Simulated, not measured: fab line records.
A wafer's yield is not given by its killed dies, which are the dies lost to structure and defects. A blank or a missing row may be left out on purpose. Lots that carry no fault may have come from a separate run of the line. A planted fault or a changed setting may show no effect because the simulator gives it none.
Split-lot experiment -- flow rit_cmos -- 23 wafers read from 5 lots, route of 202 steps

## ABOUT THE SPLIT
At RIT_CONTACT_DEVELOP_07 (develop time 120 s), the setting develop_time_s was moved away from the recipe's 120 s on 9 of the 23 wafers read, by -14.4% to +15.0%. For the rest of the wafers, this setting stayed at what the recipe calls for.

## FROM THE SPLIT TO THE READING: what the file shows between them, 3 steps
- RIT_CONTACT_CD_MEAS_08: target cd 1000 nm
- RIT_CONTACT_ETCH_11: etches SiO2 in CHF3/CF4/Ar, stops on TiSi2, target depth 480 nm, time 320 s (also split here: time_s)
- RIT_CONTACT_STRIP_12: strips in O2, time 180 s

## THE READING
cd_nm (nm) at RIT_CONTACT_CD_MEAS_90, where the cd target is 1000 nm. Fault-free wafers of this fab line usually give 999.0 nm, standard deviation 1.9 nm.

wafer,"tool, chamber at the split","develop_time_s as run, s",against the recipe,"cd_nm, nm",against lot-mates on the recipe
L074.1,"litho_track-03, 0",120,recipe,1000.1,-
L074.3,"litho_track-03, 0",138,+15.0%,1010.1,+10.2
L074.4,"litho_track-03, 0",138,+15.0%,1009.7,+9.8
L074.5,"litho_track-03, 0",138,+15.0%,1010.2,+10.3
L074.6,"litho_track-03, 0",120,recipe,999.7,-
L077.1,"litho_track-04, 0",120,recipe,999.3,-
L077.2,"litho_track-04, 0",120,recipe,998.8,-
L077.3,"litho_track-04, 0",137.3,+14.4%,1011.0,+12.0
L077.5,"litho_track-04, 0",137.3,+14.4%,1008.8,+9.8
L077.6,"litho_track-04, 0",137.3,+14.4%,1009.1,+10.1
L078.1,"litho_track-03, 0",120,recipe,995.2,-
L078.2,"litho_track-03, 0",120,recipe,994.8,-
L078.3,"litho_track-03, 0",120,recipe,995.9,-
L078.4,"litho_track-03, 0",120,recipe,994.4,-
L078.5,"litho_track-03, 0",120,recipe,994.6,-
L079.1,"litho_track-04, 0",120,recipe,1000.5,-
L079.4,"litho_track-04, 0",120,recipe,1000.7,-
L079.6,"litho_track-04, 0",120,recipe,1000.7,-
L083.1,"litho_track-04, 0",120,recipe,1000.6,-
L083.2,"litho_track-04, 0",102.7,-14.4%,987.6,-12.4
L083.3,"litho_track-04, 0",102.7,-14.4%,988.8,-11.2
L083.5,"litho_track-04, 0",120,recipe,999.3,-
L083.6,"litho_track-04, 0",102.7,-14.4%,988.7,-11.2

FIT RESULTS
A straight line over all 23 wafers: cd_nm changes by +0.748 nm for each +1% of develop_time_s; r = +0.96; the points scatter about the line by 2.1 nm.
The same after taking each lot's own level away (the mean of its wafers on the recipe; 23 wafers): +0.741 nm for each +1%; r = +0.99; scatter 0.7 nm.
Per that fit: largest develop_time_s move, reading shift of 11 nm.
Across the lots, their own levels run from 994.98 to 1000.63 nm, a range of 3.0 times the standard deviation given above.
So the lot-to-lot level changes the slope little: the two slopes agree.
Check: +11 nm against its lot-mates is what the line predicts for one of the wafers moved furthest among these (+15.0%) when that wafer is left out of the fit. It came out at +10.2 nm against them.

## FURTHER SPLITS ON THESE WAFERS
These wafers also went through other splits before the reading. Each is held against what the fit with the lots' levels taken away leaves over:
other split on the same wafers,wafers away from the commonest value,r with cd_nm (lot level and that fit taken away)
RIT_SILICIDE_SPUTTER_01 time_s,5,+0.08
RIT_CONTACT_ETCH_11 time_s,7,+0.48

## THE WHOLE CHAIN: every reading that the file lists as answering this split, in the file's order
step,what it does,reading,change (the file's fit),r (the file's)
RIT_CONTACT_CD_MEAS_08,target cd 1000 nm,cd_nm,+0.737 nm for each +1% of the setting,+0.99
RIT_CONTACT_ETCH_11,"etches SiO2 in CHF3/CF4/Ar, stops on TiSi2, target depth 480 nm, time 320 s","CONTACT.cd_nm (the simulator's own value, which no gauge read)",+0.733 nm for each +1% of the setting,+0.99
RIT_CONTACT_CD_MEAS_90,target cd 1000 nm,cd_nm,+0.734 nm for each +1% of the setting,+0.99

## FILE'S OWN FIT
cd_nm changes by +0.734 nm for each +1% of develop_time_s, r = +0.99.
